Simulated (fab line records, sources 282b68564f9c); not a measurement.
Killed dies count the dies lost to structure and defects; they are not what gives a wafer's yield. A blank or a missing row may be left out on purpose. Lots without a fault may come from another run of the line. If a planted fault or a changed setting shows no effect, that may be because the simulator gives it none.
Commonality check across tools    flow ritCmos    Sampled: 14 lots, 42 wafers

== THE REASON FOR OPENING IT ==
RIT_SDANNEAL_RS_MEAS_04, reading PSD_RS: flagged on 2 of 14 lots. No-fault wafers: 116.06 ohm/sq, standard deviation 0.29.
Rule: a lot is flagged in two cases, either no wafer of it has a number, or all its wafers with numbers fall more than 4 standard deviations from that mean. As for the other lots, they are considered sound.

lot   measured     on            PSD_RS (ohm/sq), wafer by wafer  flag
L198  day 3 11:57  filmMetro-04  115.63 116.02 116.03             
L199  day 3 17:16  filmMetro-04  116.05 116.06 115.99             
L200  day 3 17:22  filmMetro-03  115.75 116.16 116.00             
L203  day 4 08:29  filmMetro-02  116.10 115.75 115.91             
L204  day 4 11:15  filmMetro-02  116.36 115.91 116.32             
L205  day 4 15:19  filmMetro-03  115.70 115.93 116.23             
L206  day 4 23:44  filmMetro-04  116.28 116.50 116.00             
L207  day 5 11:09  filmMetro-02  116.41 116.27 115.99             
L208  day 5 16:38  filmMetro-04  116.22 116.39 115.86             
L210  day 6 06:46  filmMetro-03  116.04 115.90 115.97             
L215  day 7 06:48  filmMetro-04  116.35 116.16 115.90             
L216  day 7 07:14  filmMetro-02  98.03 97.98 98.03                FLAGGED
L217  day 7 11:56  filmMetro-02  98.26 97.95 97.99                FLAGGED
L221  day 8 02:50  filmMetro-02  115.99 115.82 115.75             
Average over the flagged lots: 98.04 ohm/sq; offset from the usual -18.02 ohm/sq, equal to -62 standard deviations.

== WHICH TOOL RAN EACH LOT ==
The record holds 1 process step before the reading, out of a route of 202 steps. Every cell lists first the tool, next ch and the chambers used by the sampled wafers, and last the start.
lot   flag     RIT_SDANNEAL_RTA_03
L198           rtpAnneal-02 ch 0, day 3 11:53
L199           rtpAnneal-01 ch 0, day 3 17:12
L200           rtpAnneal-02 ch 0, day 3 17:19
L203           rtpAnneal-01 ch 0, day 4 08:25
L204           rtpAnneal-01 ch 0, day 4 11:10
L205           rtpAnneal-01 ch 0, day 4 15:14
L206           rtpAnneal-02 ch 0, day 4 23:40
L207           rtpAnneal-01 ch 0, day 5 11:05
L208           rtpAnneal-02 ch 0, day 5 16:34
L210           rtpAnneal-02 ch 0, day 6 06:43
L215           rtpAnneal-01 ch 0, day 7 06:43
L216  FLAGGED  rtpAnneal-02 ch 0, day 7 07:09
L217  FLAGGED  rtpAnneal-02 ch 0, day 7 11:53
L221           rtpAnneal-01 ch 0, day 8 02:46
What the steps here do:
- RIT_SDANNEAL_RTA_03: time 5 s.
- RIT_SDANNEAL_RS_MEAS_04: measures by four-point-probe.

== FLAGGED AGAINST TOTAL, ONE TOOL AT A TIME (gauges that did the reading follow at the end) ==
step                     tool          lots run  flagged  share of the flagged lots  sound lots run after its first flagged lot
RIT_SDANNEAL_RTA_03      rtpAnneal-01  7         0        none                       -
RIT_SDANNEAL_RTA_03      rtpAnneal-02  7         2        all                        0
RIT_SDANNEAL_RS_MEAS_04  filmMetro-02  6         2        all                        1 (L221)
RIT_SDANNEAL_RS_MEAS_04  filmMetro-03  3         0        none                       -
RIT_SDANNEAL_RS_MEAS_04  filmMetro-04  5         0        none                       -

== WHAT THE TABLE PERMITS ==
Table rows that saw every flagged lot: 2, namely rtpAnneal-02 at RIT_SDANNEAL_RTA_03 and filmMetro-02 at RIT_SDANNEAL_RS_MEAS_04.
- rtpAnneal-02 at RIT_SDANNEAL_RTA_03 ran 7 lots, 2 of them flagged. Its last sound lot is L210 (day 6 06:43), its first flagged lot L216 (day 7 07:09): a fault that began between those two fits.
- filmMetro-02 at RIT_SDANNEAL_RS_MEAS_04 ran 6 lots, 2 of them flagged. Sound lots followed the first flagged one (L221) on it, something a lasting fault affecting the whole tool could not allow.
What remains is a single tool, rtpAnneal-02 at RIT_SDANNEAL_RTA_03.

== WHAT THE SIMULATOR HAD INSERTED ==
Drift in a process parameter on rtpAnneal-02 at RIT_SDANNEAL_RTA_03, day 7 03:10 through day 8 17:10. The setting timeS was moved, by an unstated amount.
Lots struck among those shown: L216, L217. This agrees with what the rule above found.
